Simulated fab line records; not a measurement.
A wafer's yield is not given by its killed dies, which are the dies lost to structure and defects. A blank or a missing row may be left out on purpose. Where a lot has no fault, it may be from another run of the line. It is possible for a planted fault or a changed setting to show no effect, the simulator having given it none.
Which tool is to blame? -- flow berkeley cmos170 -- 14 lots with 42 wafers sampled at 4 steps, on a route of 331 steps

== WHAT EACH GAUGE READ, for each wafer ==
No reading from a measuring or inspecting step in the record can be judged against a usual standard deviation.

== EACH LOT AND THE TOOL THAT RAN IT (in order: tool; ch and the chambers of the sampled wafers; start) ==
lot,UCB170_GATE_STRIP_16,UCB170_PLDD_STRIP_10,UCB170_NLDD_PEB_04,UCB170_SPACER_CVD_00
L681,"plasma asher-04 ch 0,1, day 6 09:56","plasma asher-04 ch 0,1, day 6 12:31","litho track-01 ch 0, day 6 13:53","pecvd-02 ch 0,2, day 6 15:19"
L680,"plasma asher-02 ch 0,1, day 6 10:11","plasma asher-03 ch 0,1, day 6 12:35","litho track-03 ch 0, day 6 13:53","pecvd-01 ch 0,2, day 6 15:19"
L682,"plasma asher-04 ch 0,1, day 6 20:45","plasma asher-04 ch 0,1, day 6 22:40","litho track-01 ch 0, day 6 23:43","pecvd-04 ch 0,2, day 7 00:46"
L684,"plasma asher-03 ch 0,1, day 7 07:16","plasma asher-03 ch 0,1, day 7 09:51","litho track-04 ch 0, day 7 11:50","pecvd-02 ch 0,2, day 7 12:51"
L683,"plasma asher-02 ch 0,1, day 7 07:30","plasma asher-01 ch 0,1, day 7 10:17","litho track-04 ch 0, day 7 12:04","pecvd-01 ch 1,2, day 7 13:07"
L687,"plasma asher-03 ch 0,1, day 8 01:07","plasma asher-04 ch 1, day 8 03:21","litho track-03 ch 0, day 8 04:38","pecvd-01 ch 0,1,2, day 8 05:40"
L690,"plasma asher-02 ch 0,1, day 8 04:43","plasma asher-04 ch 1, day 8 06:53","litho track-04 ch 0, day 8 07:55","pecvd-04 ch 0,2, day 8 08:58"
L689,"plasma asher-02 ch 0,1, day 8 05:26","plasma asher-04 ch 0,1, day 8 07:27","litho track-01 ch 0, day 8 08:22","pecvd-01 ch 0,1, day 8 09:25"
L694,"plasma asher-02 ch 0,1, day 9 02:54","plasma asher-01 ch 0, day 9 04:43","litho track-01 ch 0, day 9 05:44","pecvd-04 ch 0,1, day 9 06:48"
L693,"plasma asher-04 ch 0,1, day 9 03:11","plasma asher-04 ch 1, day 9 05:01","litho track-01 ch 0, day 9 06:12","pecvd-01 ch 1,2, day 9 07:16"
L697,"plasma asher-02 ch 1, day 9 18:39","plasma asher-01 ch 0,1, day 9 21:52","litho track-01, day 10 01:00","pecvd-02 ch 0,1,2, day 10 02:40"
L701,"plasma asher-04 ch 0,1, day 10 13:03","plasma asher-04 ch 0,1, day 10 15:53","litho track-04, day 10 18:00","pecvd-04 ch 0,1, day 10 19:41"
L703,"plasma asher-03 ch 0,1, day 10 13:46","plasma asher-01 ch 0,1, day 10 16:26","litho track-04 ch 0, day 10 19:00","pecvd-02 ch 0,1,2, day 10 20:14"
L700,"plasma asher-02 ch 0,1, day 10 14:02","plasma asher-03 ch 0,1, day 10 16:46","litho track-03 ch 0, day 10 19:29","pecvd-04 ch 1,2, day 10 20:38"
- UCB170_GATE_STRIP_16: strips in O2.
- UCB170_PLDD_STRIP_10: strips in O2.
- UCB170_NLDD_PEB_04
- UCB170_SPACER_CVD_00: deposits SiO2 from TEOS/O2, target thk 376 nm, time 47 s.

== AS READ BY THE TOOLS THEMSELVES (means over the sampled wafers that have a number; for cases with no such wafer, the mark the record gives instead) ==
UCB170_GATE_STRIP_16. Usual: drypump motor current A 5.8 A, standard deviation 0.36; oes product au 0.725 a.u., standard deviation 0.0041.
lot,tool,drypump motor current A (A),oes product au (a.u.),flag
L681,plasma asher-04,5.3,0.722,
L680,plasma asher-02,5.9,0.727,
L682,plasma asher-04,5.4,0.728,
L684,plasma asher-03,6.2,0.725,
L683,plasma asher-02,5.9,0.725,
L687,plasma asher-03,6.1,0.721,
L690,plasma asher-02,6.0,0.726,
L689,plasma asher-02,6.0,0.725,
L694,plasma asher-02,5.9,0.723,
L693,plasma asher-04,5.4,0.726,
L697,plasma asher-02,5.8,0.722,
L701,plasma asher-04,5.4,0.725,
L703,plasma asher-03,6.2,0.721,
L700,plasma asher-02,5.9,0.726,

UCB170_PLDD_STRIP_10. Usual: drypump motor current A 5.7 A, standard deviation 0.4; oes product au 0.735 a.u., standard deviation 0.0044; strip time to endpoint s 21.62 s, standard deviation 0.064.
lot,tool,drypump motor current A (A),oes product au (a.u.),strip time to endpoint s (s),flag
L681,plasma asher-04,5.3,0.731,21.66,
L680,plasma asher-03,6.2,0.735,21.55,
L682,plasma asher-04,5.3,0.736,21.56,
L684,plasma asher-03,6.1,0.733,21.60,
L683,plasma asher-01,6.1,0.731,21.68,
L687,plasma asher-04,5.4,0.736,21.60,
L690,plasma asher-04,5.4,0.734,21.56,
L689,plasma asher-04,5.3,0.731,21.69,
L694,plasma asher-01,6.3,0.730,21.57,
L693,plasma asher-04,5.4,0.732,21.64,
L697,plasma asher-01,6.0,0.735,21.63,
L701,plasma asher-04,5.4,0.737,21.70,
L703,plasma asher-01,6.0,0.738,21.59,
L700,plasma asher-03,6.1,0.732,21.72,

UCB170_NLDD_PEB_04. Usual: chill plate temp C 23.01 C, standard deviation 0.11; exhaust pa 45.1 Pa, standard deviation 0.92.
lot,tool,chill plate temp C (C),exhaust pa (Pa),flag
L681,litho track-01,23.17,46.3,
L680,litho track-03,22.97,44.3,
L682,litho track-01,22.89,45.4,
L684,litho track-04,22.89,44.5,
L683,litho track-04,23.05,43.7,
L687,litho track-03,22.87,45.5,
L690,litho track-04,22.98,45.4,
L689,litho track-01,22.97,45.7,
L694,litho track-01,23.05,44.3,
L693,litho track-01,22.94,44.1,
L697,litho track-01,-,-,OFF
L701,litho track-04,-,-,OFF
L703,litho track-04,23.01,44.4,
L700,litho track-03,23.11,44.8,

UCB170_SPACER_CVD_00. Usual: heater power w 274 W, standard deviation 47; pressure mtorr 9001 mTorr, standard deviation 19.
lot,tool,heater power w (W),pressure mtorr (mTorr),flag
L681,pecvd-02,322,8998,
L680,pecvd-01,264,9004,
L682,pecvd-04,249,9011,
L684,pecvd-02,252,9005,
L683,pecvd-01,260,9017,
L687,pecvd-01,299,8992,
L690,pecvd-04,271,9007,
L689,pecvd-01,275,9012,
L694,pecvd-04,270,8990,
L693,pecvd-01,294,9003,
L697,pecvd-02,276,9002,
L701,pecvd-04,289,8990,
L703,pecvd-02,277,9015,
L700,pecvd-04,324,8997,

== THE ANSWER, worked out from the rows above alone ==
Rule: a lot counts as off when the mean over its wafers that have a number is more than 3 standard deviations away from the usual mean. A lot without any number at a reading at which 4 lots or more have one is off too. Any other lot the step has rows for is counted as sound. Order of review: gauges by route order, followed by the tools' own readings, for which a lot's mean as printed above is used. The first step at which some lot is off is used, and at that step the reading that is off furthest; a lot without a number counts as furthest.
Off: L697, L701, at UCB170_NLDD_PEB_04 (chill plate temp C). Without a number there: L697, L701.
If a tool, at that step or one of the process steps before it, ran each lot that is off and ran no sound lot following the first of them, it fits. None of those tried fits.

== WHAT THE SIMULATOR HAD PUT IN ==
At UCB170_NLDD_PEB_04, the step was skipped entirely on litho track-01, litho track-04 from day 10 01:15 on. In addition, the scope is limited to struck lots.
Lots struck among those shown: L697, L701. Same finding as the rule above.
